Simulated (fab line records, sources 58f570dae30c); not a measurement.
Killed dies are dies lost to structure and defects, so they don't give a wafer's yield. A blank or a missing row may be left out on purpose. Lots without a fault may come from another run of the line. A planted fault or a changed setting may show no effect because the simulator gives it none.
A struck lot beside a sound one | flow berkeley_cmos170 | 24 steps out of a route of 331
Sound: wafers L284.1, L284.2, L284.5. Struck: wafers L286.4, L286.5, L286.6. The cause comes at the end.
At each step with rows: each side's tool, then ch and its chambers, then its first start. Under that, the readings that differ: sound wafers | struck wafers | difference of the means | sigmas: that difference in standard deviations of wafers without a fault.
alike: readings whose means differ by less than 2 such deviations, and words and numbers that are the same on both sides. not compared: withheld readings, readings that some wafer has no value for, bounds like >300 that may hide the same value, and numbers for which the record gives no deviation and whose values overlap.
The two part at a step that has a row with sigmas, a row that says differs or no value, or rows on one side only. Numbers that don't overlap but have no deviation are shown without sigmas and don't part them. A reading that every wafer of one side lacks parts them only if that side has two wafers or more.

UCB170_NWELL_ETCH_13: etches Si3N4 in CH3F/Ar/O2, stops on SiO2, target depth 246.4 nm, time 154 s.
  sound on rie_diel-02 ch 0,1,3, day 2 05:08; struck on rie_diel-02 ch 0,1, day 2 23:59
  alike: drypump_motor_current_A, oes_product_au, throttle_valve_pct
  not compared: rf_hours_counter_h
then, 1 step without rows for these wafers: UCB170_NWELL_IMPLANT_14.
UCB170_NWELL_STRIP_15: strips in O2.
  sound on plasma_asher-02 ch 0,1, day 2 05:24; struck on plasma_asher-03 ch 0,1, day 3 00:16
  alike: drypump_motor_current_A, oes_product_au, strip_time_to_endpoint_s
  not compared: rf_hours_counter_h
UCB170_NWELL_TW_MEAS_16:
  sound on film_metro-03, day 2 05:32; struck on film_metro-02, day 3 00:22
  reading  | sound          | struck         | difference | sigmas
  NWELL_TW | 1255 1240 1252 | 1240 1234 1237 | -12        | -2
then, 6 steps without rows for these wafers: UCB170_NWELL_CLEAN_17 (cleans in SPM, time 600 s); UCB170_NWELL_WET_ETCH_18 (etches Si3N4 in H3PO4, time 14400 s); UCB170_NWELL_WET_ETCH_19 (etches SiO2 in BOE, time 22 s); UCB170_PWELL_CLEAN_00 (cleans in SPM, time 600 s); UCB170_PWELL_CLEAN_01 (cleans in dHF, time 60 s); UCB170_PWELL_OXIDATION_02 (target thk 26.4 nm, ox time 1260 s).
UCB170_PWELL_THK_MEAS_03:
  sound on film_metro-02, day 2 16:39; struck on film_metro-01, day 3 10:45
  alike: PWELL_OXIDE_THK
then, 1 step without rows for these wafers: UCB170_PWELL_ANNEAL_04 (time 900 s).
UCB170_PWELL_CVD_05: deposits Si3N4 from SiH2Cl2/NH3, target thk 220 nm, time 3300 s.
  sound on lpcvd-01 ch 0, day 2 22:44; struck on lpcvd-01 ch 0, day 3 17:48
  reading                                 | sound             | struck            | difference | sigmas
  sih2cl2_flow_sccm (sccm)                | 25.12 25.11 25.01 | 37.49 37.40 37.44 | +12.36     | +99 or more
  model.Si3N4_of_PWELL_CVD_05.thk_nm (nm) | 221.3 221.3 221   | 244.9 244.9 244.9 | +23.7      |
  alike: pressure_mtorr, spike_tc_load_C, spike_tc_source_C, zone_power_load_pct
UCB170_PWELL_THK_MEAS_06:
  sound on film_metro-02, day 3 00:39; struck on film_metro-01, day 3 19:45
  reading                | sound             | struck            | difference | sigmas
  PWELL_NITRIDE_THK (nm) | 221.2 221.2 221.1 | 244.9 244.8 244.7 | +23.6      | +14
then, 6 steps without rows for these wafers: UCB170_PWELL_HMDS_07 (prime time 60 s); UCB170_PWELL_COAT_08 (resist thk 900 nm); UCB170_PWELL_SOFTBAKE_09 (time 60 s); UCB170_PWELL_EXPOSE_10 (exposes mask PWELL, target cd 3000 nm); UCB170_PWELL_PEB_11; UCB170_PWELL_DEVELOP_12 (develop time 45 s).
UCB170_PWELL_OVL_MEAS_13:
  sound on overlay-01, day 3 02:35; struck on overlay-01, day 3 20:41
  alike: PWELL_OVL
UCB170_PWELL_ETCH_14: etches Si3N4 in CH3F/Ar/O2, stops on SiO2, target depth 242 nm, time 151 s.
  sound on rie_diel-03 ch 0,1,3, day 3 02:37; struck on rie_diel-01 ch 0,1, day 3 20:42
  reading                  | sound             | struck            | difference | sigmas
  oes_product_au (a.u.)    | 0.919 0.914 0.937 | 0.988 0.993 1.029 | +0.080     | +4
  model.etch.depth_nm (nm) | 221.3 221.3 221   | 244.9 244.9 238.7 | +21.6      |
  alike: drypump_motor_current_A, throttle_valve_pct
  not compared: rf_hours_counter_h
then, 1 step without rows for these wafers: UCB170_PWELL_IMPLANT_15.
-- the record jumps here: 5 days lie between the struck wafers' starts before and after (it left off in module PWELL and takes up again in module M3, whose first step shown is number 331 of the route) --
UCB170_M3_PROBE_99:
  the record has rows for the struck wafers here (prober-01, day 9 00:02) and none for the sound ones

WHERE THEY PART
First at UCB170_NWELL_TW_MEAS_16; last, within this record, at UCB170_M3_PROBE_99.

WHY: what the simulator had put in
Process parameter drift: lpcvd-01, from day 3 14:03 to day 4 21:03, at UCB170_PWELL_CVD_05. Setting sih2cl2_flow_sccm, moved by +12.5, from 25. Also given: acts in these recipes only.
